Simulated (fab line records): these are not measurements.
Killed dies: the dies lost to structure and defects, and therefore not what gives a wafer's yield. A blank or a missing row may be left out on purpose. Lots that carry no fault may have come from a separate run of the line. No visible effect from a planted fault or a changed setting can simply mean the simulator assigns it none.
Matching of chambers / flow berkeley-cmos170 / rie-si-02 running UCB170_GATE_ETCH_15: 4 sister chambers
The step etches poly-Si in HBr/Cl2, stops on SiO2, time 56.3 s, target depth 278.2 nm. 14 wafers are shown with their chamber, then 7 later ones without.

== WAFERS PAIRED WITH THEIR CHAMBERS ==
wafer=L306.4; chamber=3; drypump-motor-current-A (A)=4.9; throttle-valve-pct (%)=26.55; oes-product-au (a.u.)=0.865
wafer=L306.5; chamber=2; drypump-motor-current-A (A)=5.9; throttle-valve-pct (%)=26.46; oes-product-au (a.u.)=0.833
wafer=L306.6; chamber=3; drypump-motor-current-A (A)=4.9; throttle-valve-pct (%)=26.53; oes-product-au (a.u.)=0.861
wafer=L305.2; chamber=2; drypump-motor-current-A (A)=5.9; throttle-valve-pct (%)=26.46; oes-product-au (a.u.)=0.830
wafer=L305.3; chamber=0; drypump-motor-current-A (A)=6.6; throttle-valve-pct (%)=26.24; oes-product-au (a.u.)=0.839
wafer=L305.6; chamber=0; drypump-motor-current-A (A)=6.6; throttle-valve-pct (%)=26.22; oes-product-au (a.u.)=0.839
wafer=L307.3; chamber=1; drypump-motor-current-A (A)=5.9; throttle-valve-pct (%)=26.52; oes-product-au (a.u.)=0.820
wafer=L307.5; chamber=0; drypump-motor-current-A (A)=6.6; throttle-valve-pct (%)=26.23; oes-product-au (a.u.)=0.835
wafer=L307.6; chamber=1; drypump-motor-current-A (A)=5.9; throttle-valve-pct (%)=26.51; oes-product-au (a.u.)=0.806
wafer=L311.1; chamber=3; drypump-motor-current-A (A)=4.9; throttle-valve-pct (%)=26.52; oes-product-au (a.u.)=0.856
wafer=L311.3; chamber=0; drypump-motor-current-A (A)=6.6; throttle-valve-pct (%)=26.23; oes-product-au (a.u.)=0.829
wafer=L311.6; chamber=0; drypump-motor-current-A (A)=6.6; throttle-valve-pct (%)=26.23; oes-product-au (a.u.)=0.832
wafer=L317.2; chamber=0; drypump-motor-current-A (A)=6.5; throttle-valve-pct (%)=26.23; oes-product-au (a.u.)=0.843
wafer=L317.5; chamber=0; drypump-motor-current-A (A)=6.6; throttle-valve-pct (%)=26.24; oes-product-au (a.u.)=0.835

SIGNATURES (averages over the wafers above)
reading=drypump-motor-current-A; chamber 0=6.586; chamber 1=5.900; chamber 2=5.900; chamber 3=4.900; scatter within a chamber=0.0293
reading=throttle-valve-pct; chamber 0=26.2314; chamber 1=26.5150; chamber 2=26.4600; chamber 3=26.5333; scatter within a chamber=0.00896
reading=oes-product-au; chamber 0=0.83600; chamber 1=0.81300; chamber 2=0.83150; chamber 3=0.86067; scatter within a chamber=0.00526
Rule: for each reading, subtract the chamber's mean from the wafer's reading, divide by that reading's scatter and square the result; add these up over the readings and take the root, which gives the wafer's distance from the chamber. If the next closest chamber is less than 2 further off than the closest, the wafer can't be placed; otherwise it belongs to the closest. The scatter: take each reading less its chamber's mean, square it, sum over the shown wafers, divide by the number of wafers less the number of chambers, and take the root.

== WAFERS WITHOUT THEIR CHAMBER ==
wafer=L317.6; drypump-motor-current-A (A)=4.9; throttle-valve-pct (%)=26.51; oes-product-au (a.u.)=0.860
wafer=L321.2; drypump-motor-current-A (A)=5.9; throttle-valve-pct (%)=26.46; oes-product-au (a.u.)=0.825
wafer=L321.3; drypump-motor-current-A (A)=5.9; throttle-valve-pct (%)=26.52; oes-product-au (a.u.)=0.814
wafer=L321.5; drypump-motor-current-A (A)=5.9; throttle-valve-pct (%)=26.45; oes-product-au (a.u.)=0.827
wafer=L325.1; drypump-motor-current-A (A)=5.9; throttle-valve-pct (%)=26.46; oes-product-au (a.u.)=0.817
wafer=L325.5; drypump-motor-current-A (A)=6.6; throttle-valve-pct (%)=26.23; oes-product-au (a.u.)=0.835
wafer=L325.6; drypump-motor-current-A (A)=5.9; throttle-valve-pct (%)=26.52; oes-product-au (a.u.)=0.821

== THE CHAMBER EACH PASSED THROUGH ==
wafer=L317.6; from the rows above=3; in truth=3
wafer=L321.2; from the rows above=2; in truth=2
wafer=L321.3; from the rows above=1; in truth=1
wafer=L321.5; from the rows above=2; in truth=2
wafer=L325.1; from the rows above=2; in truth=2
wafer=L325.5; from the rows above=0; in truth=0
wafer=L325.6; from the rows above=1; in truth=1
Correctly placed: 7 of 7. Number that these rows cannot place: 0. Placed wrongly: 0.
